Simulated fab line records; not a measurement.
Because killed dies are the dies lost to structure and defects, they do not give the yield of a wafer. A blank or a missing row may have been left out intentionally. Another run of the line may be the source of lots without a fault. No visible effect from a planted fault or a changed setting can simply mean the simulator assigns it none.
fab line records	flow ritCmos
record lots=7	wafers=21	lastDay=7
route steps=202 shown ACTIVE@1
lots that met no fault: from a run of the same line without faults
startH: start of the lot's first displayed wafer, in hours after the record's first day	waitH: hours elapsed since this lot's preceding step	" identical to the entry in the row above	L1.1+2: several wafers, shown together as one row	- no value, or no start was given	* or withheld: withheld	< > ~ a bound
route shown NAME@n: names a module that has steps shown in the file, with the first one's number in the route	usual: average and standard deviation across the fault-free wafers	same: alike in all rows	chamber/n: place in a boat	sites: each site's reading	_std_site: the standard deviation of these	_edge_site: inner sites' mean taken away from outer sites' mean	radiusMm: how far each site lies from the wafer's centre	mask NAME#n: copy n	behind: the tool/chamber that last shaped the wafer	hold: why the lot was held/for how many hours/how that ended	device: the transistor (n, p or np) that didn't switch	end of line: the route-end tests of the same wafers	a step without rows: its recipe alone	killed: dies that structure and defects cost at the first sort, which is not the same as the wafer's yield	map: shows each die of a wafer: x if killed, . if not, _ if none is there
set.NAME: the setting that was run; set.NAME@STEP: the one run at that earlier step	model.NAME: the simulator's own value behind a step, which no gauge read
lots at selected steps of the route; one table per step, one row per wafer
services: when a tool's chamber went out of use (startH, in hours from the record's first day, below 0 if earlier), for how many hours, and the reason
## steps
# step RIT_ACTIVE_BOW_MEAS_00
# recipe mode=bow
# usual INCOMING_BOW=-1/6.3
lot.wafer	tool	chamber	startH	waitH	INCOMING_BOW[um]
L289.3	filmMetro-01	-	15.04	-	-8
L289.4	"	-	"	"	-4
L289.6	"	-	"	"	1
L296.4	filmMetro-02	-	50.06	-	14
L296.5	"	-	"	"	-4
L296.6	"	-	"	"	6
L297.1	filmMetro-01	-	55.00	-	-1
L297.4	"	-	"	"	-6
L297.5	"	-	"	"	-4
L298.2	filmMetro-02	-	60.02	-	3
L298.4	"	-	"	"	-10
L298.6	"	-	"	"	-6
L309.1	filmMetro-01	-	115.00	-	-6
L309.3	"	-	"	"	-8
L309.6	"	-	"	"	2
L310.1	filmMetro-04	-	120.00	-	-3
L310.2	"	-	"	"	-1
L310.4	"	-	"	"	-7
L311.2	filmMetro-01	-	125.02	-	0
L311.3	"	-	"	"	12
L311.4	"	-	"	"	5
# step RIT_ACTIVE_OXIDATION_01
# recipe tempC=1000	ambient=O2	targetThkA=468	oxTimeS=3360
# step RIT_ACTIVE_THK_MEAS_02
# recipe reads=SiO2_of_ACTIVE_OXIDATION_01
# usual ACTIVE_OXIDE_THK=46.3/0.76
lot.wafer	tool	chamber	startH	waitH	ACTIVE_OXIDE_THK[nm]
L289.3	filmMetro-02	-	17.26	0.0	44.7
L289.4	"	-	"	"	45.4
L289.6	"	-	"	"	45.4
L296.4	filmMetro-02	-	52.08	0.0	46.0
L296.5	"	-	"	"	47.2
L296.6	"	-	"	"	46.4
L297.1	filmMetro-01	-	57.05	0.0	46.7
L297.4	"	-	"	"	46.3
L297.5	"	-	"	"	45.0
L298.2	filmMetro-04	-	62.06	0.0	46.3
L298.4	"	-	"	"	45.0
L298.6	"	-	"	"	45.5
L309.1	filmMetro-04	-	118.48	0.0	46.5
L309.3	"	-	"	"	46.3
L309.6	"	-	"	"	46.3
L310.1	filmMetro-04	-	122.58	0.0	46.2
L310.2	"	-	"	"	47.0
L310.4	"	-	"	"	47.1
L311.2	filmMetro-01	-	127.15	0.0	46.2
L311.3	"	-	"	"	45.9
L311.4	"	-	"	"	46.6
# step RIT_ACTIVE_CVD_03
# recipe material=Si3N4	targetThkNm=150	tempC=810	precursor=SiH2Cl2/NH3	timeS=1500	pressureMtorr=300	sih2cl2FlowSccm=60	nh3FlowSccm=150
# usual sih2cl2FlowSccm=60.05/0.2	spikeTcCentreC=813.1/0.99	spikeTcLoadC=834.2/1.7	spikeTcSourceC=832.1/2.7	susceptorTempC=810.0/0.39
lot.wafer	tool	chamber	startH	waitH	sih2cl2FlowSccm	spikeTcCentreC	spikeTcLoadC	spikeTcSourceC	susceptorTempC	model.Si3N4_of_ACTIVE_CVD_03.thkNm
L289.3	lpcvd-02	1	19.37	2.1	60.38	814.8	834.3	831.6	809.6	148.3
L289.4	"	1	"	"	60.40	813.7	833.6	829.9	809.8	147.1
L289.6	"	1	"	"	60.13	812.9	836.3	830.3	809.9	147.3
L296.4	lpcvd-01	1	52.63	0.5	60.25	879.7	900.7	899.9	876.4	251.1
L296.5	"	1	"	"	60.34	879.6	900.5	901.3	876.5	250.6
L296.6	"	1	"	"	60.06	880.7	901.9	901.8	876.0	251
L297.1	lpcvd-01	1	57.58	0.5	60.07	881.0	900.1	902.5	875.7	252.8
L297.4	"	1	"	"	60.18	879.5	901.2	901.8	876.3	253.7
L297.5	"	1	"	"	59.91	880.2	900.0	900.1	876.3	252.3
L298.2	lpcvd-01	0	62.53	0.5	60.01	880.6	899.4	900.8	876.6	251.1
L298.4	"	0	"	"	59.93	880.4	901.9	901.9	876.1	250.9
L298.6	"	0	"	"	60.12	880.3	905.1	902.0	876.3	249.8
L309.1	lpcvd-02	0	118.54	0.1	60.00	814.3	831.7	828.2	809.9	148.6
L309.3	"	0	"	"	60.13	814.7	830.5	826.5	809.5	148.4
L309.6	"	0	"	"	59.94	813.7	831.4	826.1	809.6	150.8
L310.1	lpcvd-01	0	122.64	0.1	59.83	811.9	837.5	834.3	809.8	150.8
L310.2	"	0	"	"	59.92	812.5	835.1	836.2	809.7	151.3
L310.4	"	0	"	"	59.88	815.5	836.8	833.9	809.9	150.9
L311.2	lpcvd-02	0	127.20	0.0	59.90	811.1	831.4	824.7	809.4	150.1
L311.3	"	0	"	"	60.00	811.2	830.7	827.5	809.6	149.4
L311.4	"	0	"	"	60.23	812.9	832.8	827.5	809.4	149.8
# step RIT_ACTIVE_THK_MEAS_04
# recipe reads=Si3N4_of_ACTIVE_CVD_03
# usual ACTIVE_NITRIDE_THK=149.7/1.4
lot.wafer	tool	chamber	startH	waitH	ACTIVE_NITRIDE_THK[nm]
L289.3	filmMetro-01	-	20.81	0.0	148.3
L289.4	"	-	"	"	147.0
L289.6	"	-	"	"	147.3
L296.4	filmMetro-04	-	54.07	0.0	251.1
L296.5	"	-	"	"	250.8
L296.6	"	-	"	"	251.2
L297.1	filmMetro-04	-	58.99	0.0	252.8
L297.4	"	-	"	"	253.7
L297.5	"	-	"	"	252.3
L298.2	filmMetro-02	-	63.95	0.0	251.0
L298.4	"	-	"	"	251.1
L298.6	"	-	"	"	249.8
L309.1	filmMetro-02	-	119.96	0.0	148.6
L309.3	"	-	"	"	148.4
L309.6	"	-	"	"	150.7
L310.1	filmMetro-01	-	124.05	0.0	150.7
L310.2	"	-	"	"	151.1
L310.4	"	-	"	"	150.9
L311.2	filmMetro-04	-	129.33	0.0	150.0
L311.3	"	-	"	"	149.4
L311.4	"	-	"	"	149.8
# step RIT_ACTIVE_HMDS_05
# recipe primeTimeS=60	primeTempC=140
# step RIT_ACTIVE_COAT_06
# recipe resist=NOVOLAK	spinRpm=3250	resistThkNm=1000
# step RIT_ACTIVE_SOFTBAKE_07
# recipe resist=NOVOLAK	tempC=90	timeS=60
# step RIT_ACTIVE_EXPOSE_08
# recipe maskId=M1	na=0.6	sourceShape=conventional	sigmaOuter=0.6	targetCdNm=1400	doseMj=225
# step RIT_ACTIVE_PEB_09
# recipe resist=NOVOLAK	tempC=withheld	timeS=withheld
# step RIT_ACTIVE_DEVELOP_10
# recipe resist=NOVOLAK	developTimeS=49.27	devTempC=23
# step RIT_ACTIVE_CD_MEAS_11
# recipe targetCdNm=1400
# usual cdNm=1399.8/2.6
lot.wafer	tool	chamber	startH	waitH	cdNm
L289.3	cdSem-02	-	21.86	-	1396.6
L289.4	"	-	"	"	1395.7
L289.6	"	-	"	"	1398.0
L296.4	cdSem-02	-	55.14	-	1401.7
L296.5	"	-	"	"	1399.6
L296.6	"	-	"	"	1402.4
L297.1	cdSem-02	-	59.90	-	1397.5
L297.4	"	-	"	"	1397.4
L297.5	"	-	"	"	1396.7
L298.2	cdSem-02	-	64.87	-	1401.2
L298.4	"	-	"	"	1397.1
L298.6	"	-	"	"	1398.3
L309.1	cdSem-02	-	120.87	-	1401.7
L309.3	"	-	"	"	1402.8
L309.6	"	-	"	"	1403.4
L310.1	cdSem-01	-	125.09	-	1402.4
L310.2	"	-	"	"	1397.9
L310.4	"	-	"	"	1402.9
L311.2	cdSem-01	-	130.36	-	1397.5
L311.3	"	-	"	"	1397.9
L311.4	"	-	"	"	1398.9
# step RIT_ACTIVE_HARDBAKE_12
# recipe resist=NOVOLAK	tempC=140	timeS=60
# step RIT_ACTIVE_ETCH_13
# recipe stopOn=SiO2	chemistry=SF6	target=Si3N4	timeS=210	overEtchFrac=0.3667	SF6_flow_sccm=200	pressureMtorr=260	rfW=125	targetDepthA=2100
# usual chamberPressureMTorr=259.98/0.24	drypumpMotorCurrentA=5.9/0.38	oesProductAu=0.831/0.017	rfFwdPowerW=124.7/0.35	throttleValvePct=7.51/0.14
lot.wafer	tool	chamber	startH	waitH	chamberPressureMTorr	drypumpMotorCurrentA	oesProductAu	rfFwdPowerW	rfHoursCounterH	throttleValvePct	model.ACTIVE.featureDepthNm	model.etch.depthNm
L289.3	rieDiel-01	3	22.09	0.1	260.06	6.1	0.836	125.0	35	7.30	148.3	148.3
L289.4	"	1	"	"	260.46	5.7	0.819	124.7	5	7.34	147.1	147.1
L289.6	"	1	"	"	260.07	5.7	0.804	124.2	-	7.35	147.3	147.3
L296.4	rieDiel-03	1	55.42	0.1	259.39	5.2	1.016	125.2	-	7.54	206.2	206.2
L296.5	"	3	"	"	259.94	5.5	0.980	124.6	-	7.49	201.3	201.3
L296.6	"	0	"	"	260.55	5.9	1.030	124.5	-	7.52	204.2	204.2
L297.1	rieDiel-01	0	60.17	0.1	260.10	6.5	0.940	125.3	3	7.77	196.2	196.2
L297.4	"	2	"	"	260.05	5.6	0.996	124.7	-	7.50	204.4	204.4
L297.5	"	0	"	"	259.96	6.5	0.940	125.1	-	7.76	196.2	196.2
L298.2	rieDiel-01	0	65.12	0.1	260.03	6.5	0.943	124.0	3	7.77	194.1	194.1
L298.4	"	2	"	"	259.79	5.6	0.984	124.9	-	7.49	204.2	204.2
L298.6	"	3	"	"	260.09	6.1	0.991	124.4	-	7.35	200.4	200.4
L309.1	rieDiel-04	0	121.14	0.1	259.94	6.3	0.840	124.5	20	7.40	148.6	148.6
L309.3	"	3	"	"	260.01	5.3	0.847	124.6	109	7.59	148.4	148.4
L309.6	"	2	"	"	260.51	5.9	0.829	124.0	-	7.38	150.8	150.8
L310.1	rieDiel-03	1	125.36	0.1	259.91	5.2	0.845	124.7	154	7.51	150.8	150.8
L310.2	"	0	"	"	259.69	5.9	0.854	124.3	152	7.50	151.3	151.3
L310.4	"	0	"	"	259.92	5.9	0.864	124.8	-	7.50	150.9	150.9
L311.2	rieDiel-01	3	130.61	0.1	259.85	6.1	0.838	124.5	37	7.33	150.1	150.1
L311.3	"	2	"	"	259.68	5.6	0.833	124.5	1	7.48	149.4	149.4
L311.4	"	1	"	"	259.80	5.7	0.821	123.8	7	7.36	149.8	149.8
# step RIT_ACTIVE_STRIP_14
# recipe chemistry=O2	timeS=180	resist=NOVOLAK	platenTempC=withheld	powerW=500	pressureMtorr=4000	o2FlowSccm=4000
# usual chamberPressureMTorr=4000/3.2	drypumpMotorCurrentA=5.5/0.5
lot.wafer	tool	chamber	startH	waitH	chamberPressureMTorr	drypumpMotorCurrentA	rfHoursCounterH
L289.3	plasmaAsher-04	0	22.28	0.1	3994	5.0	-
L289.4	"	1	"	"	4000	6.1	-
L289.6	"	1	"	"	3999	6.1	-
L296.4	plasmaAsher-01	0	55.54	0.1	3999	5.1	-
L296.5	"	1	"	"	3996	5.9	-
L296.6	"	0	"	"	4001	5.1	-
L297.1	plasmaAsher-03	1	60.31	0.1	4005	6.0	39
L297.4	"	0	"	"	4003	5.0	-
L297.5	"	1	"	"	3991	6.0	-
L298.2	plasmaAsher-03	1	65.26	0.1	4005	5.9	40
L298.4	"	0	"	"	4004	5.0	-
L298.6	"	1	"	"	3998	6.0	-
L309.1	plasmaAsher-04	1	121.27	0.1	4002	6.1	50
L309.3	"	1	"	"	4008	6.1	-
L309.6	"	0	"	"	3999	4.9	-
L310.1	plasmaAsher-04	0	125.49	0.1	3998	5.0	50
L310.2	"	1	"	"	4001	6.1	50
L310.4	"	0	"	"	4000	5.0	-
L311.2	plasmaAsher-04	0	130.74	0.1	3998	5.0	50
L311.3	"	0	"	"	3998	5.0	-
L311.4	"	1	"	"	3997	6.1	-
# step RIT_ACTIVE_CD_MEAS_90
# recipe targetCdNm=1400
# usual cdNm=1399.9/2.6
lot.wafer	tool	chamber	startH	waitH	cdNm
L289.3	cdSem-01	-	22.44	0.1	1396.6
L289.4	"	-	"	"	1395.4
L289.6	"	-	"	"	1397.9
L296.4	cdSem-02	-	55.72	0.1	1401.9
L296.5	"	-	"	"	1399.6
L296.6	"	-	"	"	1402.3
L297.1	cdSem-02	-	60.48	0.1	1397.2
L297.4	"	-	"	"	1397.6
L297.5	"	-	"	"	1396.9
L298.2	cdSem-02	-	65.45	0.1	1401.8
L298.4	"	-	"	"	1396.8
L298.6	"	-	"	"	1398.7
L309.1	cdSem-02	-	121.45	0.1	1401.6
L309.3	"	-	"	"	1403.0
L309.6	"	-	"	"	1403.6
L310.1	cdSem-02	-	125.67	0.1	1402.7
L310.2	"	-	"	"	1398.5
L310.4	"	-	"	"	1403.0
L311.2	cdSem-02	-	130.94	0.1	1397.6
L311.3	"	-	"	"	1397.5
L311.4	"	-	"	"	1398.8
# step RIT_ACTIVE_CLEAN_15
# recipe chemistry=SC1	mix=3:3:50	timeS=600	tempC=75
# step RIT_ACTIVE_CLEAN_16
# recipe chemistry=dHF	dilution=50:1	timeS=30
lot.wafer	tool	chamber	startH	waitH	model.Si3N4_of_ACTIVE_CVD_03.thkNm
L289.3	wetBench-02	0	22.69	0.0	147.4
L289.4	"	0	"	"	146.3
L289.6	"	0	"	"	146.5
L296.4	wetBench-03	2	55.95	0.0	250.3
L296.5	"	2	"	"	249.8
L296.6	"	2	"	"	250.2
L297.1	wetBench-03	1	60.78	0.0	252
L297.4	"	1	"	"	252.9
L297.5	"	1	"	"	251.5
L298.2	wetBench-02	3	65.74	0.0	250.3
L298.4	"	3	"	"	250.1
L298.6	"	3	"	"	248.9
L309.1	wetBench-02	2	121.74	0.0	147.8
L309.3	"	2	"	"	147.6
L309.6	"	2	"	"	149.9
L310.1	wetBench-02	1	126.00	0.0	149.9
L310.2	"	1	"	"	150.4
L310.4	"	1	"	"	150
L311.2	wetBench-03	1	131.23	0.0	149.3
L311.3	"	1	"	"	148.6
L311.4	"	1	"	"	149
# step RIT_ACTIVE_CLEAN_17
# recipe chemistry=SC2	mix=3:3:50	timeS=600	tempC=75	dry=n2Spin
## services
tool	chamber	startH	hours	kind
lpcvd-01	-	5.28	14.6	pm
lpcvd-02	-	48.53	14.6	pm
rieDiel-03	2	54.87	5.5	repair
rieDiel-01	1	59.20	21.4	repair
rieDiel-04	-	62.88	2.8	pm
rieDiel-04	3	70.85	2.9	repair
rieDiel-01	2	80.58	-	clean
rieDiel-01	2	80.58	10.5	scheduledDown
rieDiel-01	2	80.58	10.5	ventCycle
rieDiel-03	1	82.92	14.0	repair
plasmaAsher-03	-	108.75	9.0	pm
plasmaAsher-03	0	108.75	9.0	ventCycle
plasmaAsher-03	1	108.75	9.0	ventCycle
plasmaAsher-01	-	115.41	1.7	repair
plasmaAsher-03	0	117.75	-	clean
plasmaAsher-03	1	117.75	-	clean
rieDiel-03	3	119.29	17.7	repair
plasmaAsher-04	-	119.81	1.1	repair
plasmaAsher-03	-	129.50	4.1	repair
## key
firstSign step=RIT_ACTIVE_CVD_03	reading=susceptorTempC	direction=up	sigmas=99+	usual=*	struck=*
effect step=RIT_ACTIVE_CVD_03	reading=spikeTcCentreC	direction=up	sigmas=68	usual=813.1	struck=880.2
effect step=RIT_ACTIVE_THK_MEAS_04	reading=ACTIVE_NITRIDE_THK	direction=up	sigmas=72	usual=149.7	struck=251.5
effect step=RIT_ACTIVE_ETCH_13	reading=oesProductAu	direction=up	sigmas=8.9	usual=0.831	struck=0.980
modelEffect step=RIT_ACTIVE_CVD_03	value=Si3N4_of_ACTIVE_CVD_03.thkNm	without=149.3	struck=251.5
modelEffect step=RIT_ACTIVE_ETCH_13	value=ACTIVE.featureDepthNm	without=149.3	struck=200.8
modelEffect step=RIT_ACTIVE_CLEAN_16	value=Si3N4_of_ACTIVE_CVD_03.thkNm	without=148.4	struck=250.7
metAt RIT_ACTIVE_CVD_03
struckWafers L296.4,L296.5,L296.6,L297.1,L297.4,L297.5,L298.2,L298.4,L298.6
laterRowsLeftOut L296.4,L296.5,L296.6,L297.1,L297.4,L297.5,L298.2,L298.4,L298.6
sortLeftOut L296.4,L296.5,L296.6,L297.1,L297.4,L297.5,L298.2,L298.4,L298.6
testerLeftOut L296,L297,L298
fault kind=processParameterDrift	tool=lpcvd-01	chamber=-	onsetH=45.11	steps=RIT_ACTIVE_CVD_03	channel=tempC	offset=*	shape=step	endH=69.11	actsIn=*	stated=*
# testerLeftOut: of these lots the tester's yield and bins aren't shown, on N5 and GAA mostly nor the transistor test; their killed dies are dies lost to structure and defects alone, not to doping, threshold or leakage, so they don't give the yield
# sortLeftOut: the simulated sort isn't trusted on such a fault, so these wafers' sort isn't shown, and their yield isn't known
# laterRowsLeftOut: the simulator's readings of these wafers behind a module that went badly wrong aren't trusted and aren't shown, but for the sort
